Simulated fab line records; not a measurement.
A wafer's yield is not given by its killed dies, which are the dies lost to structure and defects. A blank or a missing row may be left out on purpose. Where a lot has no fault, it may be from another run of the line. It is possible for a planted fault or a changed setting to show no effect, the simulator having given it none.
Struck lot and sound lot, side by side / flow rit cmos / 43 steps out of a route of 202
Sound: wafers L229.1, L229.3, L229.5. Struck: wafers L233.1, L233.2, L233.4. The cause is given at the end.
Each step with rows lists, per side, the tool, then ch with its chambers, then its first start. Under that, the readings that differ: sound wafers / struck wafers / difference of the means / sigmas: that difference in standard deviations of wafers without a fault.
alike: same words and numbers on both sides, and readings whose means sit less than 2 such deviations apart. not compared: any withheld reading, any reading some wafer has no value for, any bound like >300 that may hide the same value, and any number with overlapping values for which the record gives no deviation.
Wherever a step has rows on one side only, a row that says differs or no value, or a row with sigmas, the two part there. Non-overlapping numbers with no deviation appear without sigmas and do not part them. A reading missing from all wafers of one side parts the sides only when that side holds two or more wafers.

first, 2 steps without rows for these wafers: RIT_SDANNEAL_CLEAN_02 (cleans in SC2, time 600 s); RIT_SDANNEAL_RTA_03 (time 5 s).
RIT_SDANNEAL_RS_MEAS_04: uses a four-point probe to measure.
  sound on film metro-01, day 5 14:11; struck on film metro-03, day 6 05:54
  alike: PSD_RS
RIT_SDANNEAL_RS_MEAS_05: uses a four-point probe to measure.
  sound on film metro-01, day 5 14:18; struck on film metro-03, day 6 06:01
  alike: NSD_RS
RIT_SDANNEAL_RS_MEAS_06: uses a four-point probe to measure.
  sound on film metro-01, day 5 14:25; struck on film metro-03, day 6 06:08
  alike: PLDD_RS
RIT_SDANNEAL_RS_MEAS_07: uses a four-point probe to measure.
  sound on film metro-01, day 5 14:32; struck on film metro-03, day 6 06:16
reading=NLDD_RS (ohm/sq); sound=150.0 149.8 149.3; struck=150.9 151.0 151.3; difference=+1.4; sigmas=+2
then, 2 steps without rows for these wafers: RIT_SILICIDE_WET_ETCH_00 (etches SiO2 in BOE, target depth 14 nm, time 14.28 s); RIT_SILICIDE_SPUTTER_01 (material Ti, target thk 30 nm, time 240 s).
RIT_SILICIDE_RS_MEAS_02: uses a four-point probe to measure.
  sound on film metro-02, day 5 14:49; struck on film metro-04, day 6 06:32
  alike: SILICIDE_TI_RS
RIT_SILICIDE_THK_MEAS_03: measures by xrf.
  sound on film metro-02, day 5 14:56; struck on film metro-04, day 6 06:40
  alike: SILICIDE_TI_THK
then, 2 steps without rows for these wafers: RIT_SILICIDE_RTA_04 (time 10 s, ramp up 5 s, ramp down 5 s); RIT_SILICIDE_WET_ETCH_05 (etches Ti in SPM, time 120 s).
RIT_SILICIDE_RTA_06: time 10 s, ramp up 5 s, ramp down 10 s.
  sound on rtp anneal-02 ch 0, day 5 15:07; struck on rtp anneal-02 ch 0, day 6 06:50
  alike: wafer_temp_C_max
RIT_CONTACT_CVD_00: deposits SiO2 from TEOS, target thk 400 nm, time 59.47 s.
  sound on pecvd-01 ch 1,2, day 5 15:11; struck on pecvd-04 ch 0,1, day 6 06:53
  alike: heater power w
RIT_CONTACT_THK_MEAS_01:
  sound on film metro-04, day 5 15:14; struck on film metro-03, day 6 06:56
  alike: CONTACT_TEOS_THK
then, 6 steps without rows for these wafers: RIT_CONTACT_HMDS_02 (prime time 60 s); RIT_CONTACT_COAT_03 (resist thk 1000 nm); RIT_CONTACT_SOFTBAKE_04 (time 60 s); RIT_CONTACT_EXPOSE_05 (exposes mask M11, target cd 1000 nm); RIT_CONTACT_PEB_06; RIT_CONTACT_DEVELOP_07 (develop time 120 s).
RIT_CONTACT_CD_MEAS_08: the cd target is 1000 nm.
  sound on cd sem-02, day 5 16:41; struck on cd sem-01, day 6 07:58
  alike: cd nm
RIT_CONTACT_OVL_MEAS_09:
  sound on overlay-02, day 5 16:49; struck on overlay-01, day 6 08:05
  alike: CONTACT_OVL
then, 1 step without rows for these wafers: RIT_CONTACT_HARDBAKE_10 (time 60 s).
RIT_CONTACT_ETCH_11: etches SiO2 in CHF3/CF4/Ar, stops on TiSi2, target depth 480 nm, time 320 s.
  sound on rie diel-01 ch 0,3, day 5 16:59; struck on rie diel-01 ch 1,2,3, day 6 08:17
  alike: drypump motor current A, oes product au, throttle valve pct
  not compared: rf hours counter h
RIT_CONTACT_STRIP_12: strips in O2, time 180 s.
  sound on plasma asher-01 ch 1, day 5 17:11; struck on plasma asher-02 ch 0,1, day 6 08:28
  alike: drypump motor current A
  not compared: rf hours counter h
RIT_CONTACT_CD_MEAS_90: the cd target is 1000 nm.
  sound on cd sem-02, day 5 17:22; struck on cd sem-02, day 6 08:39
  alike: cd nm
then, 2 steps without rows for these wafers: RIT_CONTACT_CLEAN_13 (cleans in SC1, time 600 s); RIT_CONTACT_CLEAN_14 (cleans in SC2, time 600 s).
RIT_M1_SPUTTER_00: material Al, target thk 400 nm, time 500 s.
  sound on pvd sputter-03, day 5 17:50; struck on pvd sputter-04, day 6 09:07
  alike: substrate temp c, throttle valve pct
RIT_M1_RS_MEAS_01: uses a four-point probe to measure.
  sound on film metro-01, day 5 18:07; struck on film metro-03, day 6 09:25
  alike: M1_AL_RS
RIT_M1_THK_MEAS_02: measures by xrf.
  sound on film metro-01, day 5 18:14; struck on film metro-03, day 6 09:32
  alike: M1_AL_THK
then, 6 steps without rows for these wafers: RIT_M1_HMDS_03 (prime time 60 s); RIT_M1_COAT_04 (resist thk 1300 nm); RIT_M1_SOFTBAKE_05 (time 60 s); RIT_M1_EXPOSE_06 (exposes mask M12, target cd 2600 nm); RIT_M1_PEB_07; RIT_M1_DEVELOP_08 (develop time 64.68 s).
RIT_M1_CD_MEAS_09: the cd target is 2600 nm.
  sound on cd sem-01, day 5 19:19; struck on cd sem-01, day 6 10:36
  alike: cd nm
RIT_M1_OVL_MEAS_10:
  sound on overlay-02, day 5 19:26; struck on overlay-01, day 6 10:43
  alike: M1_OVL
then, 1 step without rows for these wafers: RIT_M1_HARDBAKE_11 (time 120 s).
RIT_M1_METAL_ETCH_12: etches Al in Cl2/BCl3, stops on SiO2, time 165 s, target depth 600 nm.
  sound on rie metal-04 ch 0,1, day 5 19:49; struck on rie metal-01 ch 0,1, day 6 11:00
  alike: bcl3 flow sccm, drypump motor current A, oes product au, throttle valve pct
  not compared: rf hours counter h
RIT_M1_PROBE_99:
  sound on prober-02, day 5 22:14; struck on prober-02, day 6 13:15
reading=model.etest.npoly sal.rs ohm sq; sound=4.458 4.421 4.423; struck=4.334 4.355 4.263; difference=-0.117; sigmas=
reading=model.etest.ppoly sal.rs ohm sq; sound=4.384 4.389 4.359; struck=4.309 4.329 4.221; difference=-0.091; sigmas=
reading=model.etest.pplus sal.rs ohm sq; sound=4.416 4.383 4.362; struck=4.301 4.319 4.239; difference=-0.101; sigmas=
reading=model.etest.nplus sal.rs ohm sq; sound=4.398 4.348 4.345; struck=4.253 4.302 4.218; difference=-0.106; sigmas=
  alike: killed at contacts, killed at front end, killed dies, killed open, killed short
  not compared: model.etest.pplus sal.line ohm um

## WHERE THEY PART
Only at RIT_SDANNEAL_RS_MEAS_07, within this record. Later steps at which nothing parts them and some readings are alike: RIT_SILICIDE_RS_MEAS_02, RIT_SILICIDE_THK_MEAS_03, RIT_SILICIDE_RTA_06, RIT_CONTACT_CVD_00, RIT_CONTACT_THK_MEAS_01, RIT_CONTACT_CD_MEAS_08, RIT_CONTACT_OVL_MEAS_09, RIT_CONTACT_ETCH_11, RIT_CONTACT_STRIP_12, RIT_CONTACT_CD_MEAS_90, RIT_M1_SPUTTER_00, RIT_M1_RS_MEAS_01, RIT_M1_THK_MEAS_02, RIT_M1_CD_MEAS_09, RIT_M1_OVL_MEAS_10, RIT_M1_METAL_ETCH_12, RIT_M1_PROBE_99.

WHY: what had been put in by the simulator
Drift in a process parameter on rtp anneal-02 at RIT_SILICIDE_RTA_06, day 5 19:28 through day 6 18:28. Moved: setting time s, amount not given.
